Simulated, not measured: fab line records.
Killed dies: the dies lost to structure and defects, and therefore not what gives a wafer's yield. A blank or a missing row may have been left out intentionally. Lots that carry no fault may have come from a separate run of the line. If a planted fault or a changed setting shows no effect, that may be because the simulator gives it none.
What tool caused it? / flow berkeley-cmos170 / 21 wafers from 7 lots sampled at 2 of the route's 331 steps

WHAT THE GAUGES READ, wafer by wafer
UCB170_ACTIVE_OVL_MEAS_14.
lot=L252; measured=day 5 13:04; on=overlay-02; ACTIVE_OVL (nm)=1 5 7
lot=L257; measured=day 6 00:10; on=overlay-02; ACTIVE_OVL (nm)=13 7 7
lot=L259; measured=day 6 18:46; on=overlay-01; ACTIVE_OVL (nm)=7 13 8
lot=L263; measured=day 7 15:29; on=overlay-01; ACTIVE_OVL (nm)=9 0 7
lot=L266; measured=day 8 11:53; on=overlay-02; ACTIVE_OVL (nm)=-1 -1 3
lot=L269; measured=day 8 23:26; on=overlay-02; ACTIVE_OVL (nm)=3 -1 2
lot=L273; measured=day 10 04:01; on=overlay-01; ACTIVE_OVL (nm)=0 -3 -3

WHAT TOOL EACH LOT RAN ON (gives the tool, then ch and the chambers of the sampled wafers, and finally the start)
lot=L252; UCB170_NWELL_STRIP_15=plasma-asher-04 ch 0,1, day 2 23:37
lot=L257; UCB170_NWELL_STRIP_15=plasma-asher-02 ch 0,1, day 3 21:53
lot=L259; UCB170_NWELL_STRIP_15=plasma-asher-04 ch 0,1, day 4 10:29
lot=L263; UCB170_NWELL_STRIP_15=plasma-asher-01 ch 0,1, day 5 05:58
lot=L266; UCB170_NWELL_STRIP_15=plasma-asher-02 ch 0,1, day 5 16:07
lot=L269; UCB170_NWELL_STRIP_15=plasma-asher-04 ch 0,1, day 6 11:39
lot=L273; UCB170_NWELL_STRIP_15=plasma-asher-02 ch 1, day 7 18:07
- UCB170_NWELL_STRIP_15: strips in O2.

THE ANSWER, worked out from the rows above alone
Rule: the usual values come from the lots themselves. Put in order of their means at a reading, lots are off if they are a third of the lots or fewer, leave a main group of 4 or more, and stand apart from it by a gap of 3 or more times the standard deviation of the main group's means; of several such gaps the widest counts. If all means in a main group match to the digits the tables above print for the reading, that group is not used. A lot without any number at a reading at which 4 lots or more have one is off too. Any other lot the step has rows for is counted as sound.
No lot is off on any of the readings shown, so nothing can be concluded from this.

WHAT THE SIMULATOR HAD INSERTED
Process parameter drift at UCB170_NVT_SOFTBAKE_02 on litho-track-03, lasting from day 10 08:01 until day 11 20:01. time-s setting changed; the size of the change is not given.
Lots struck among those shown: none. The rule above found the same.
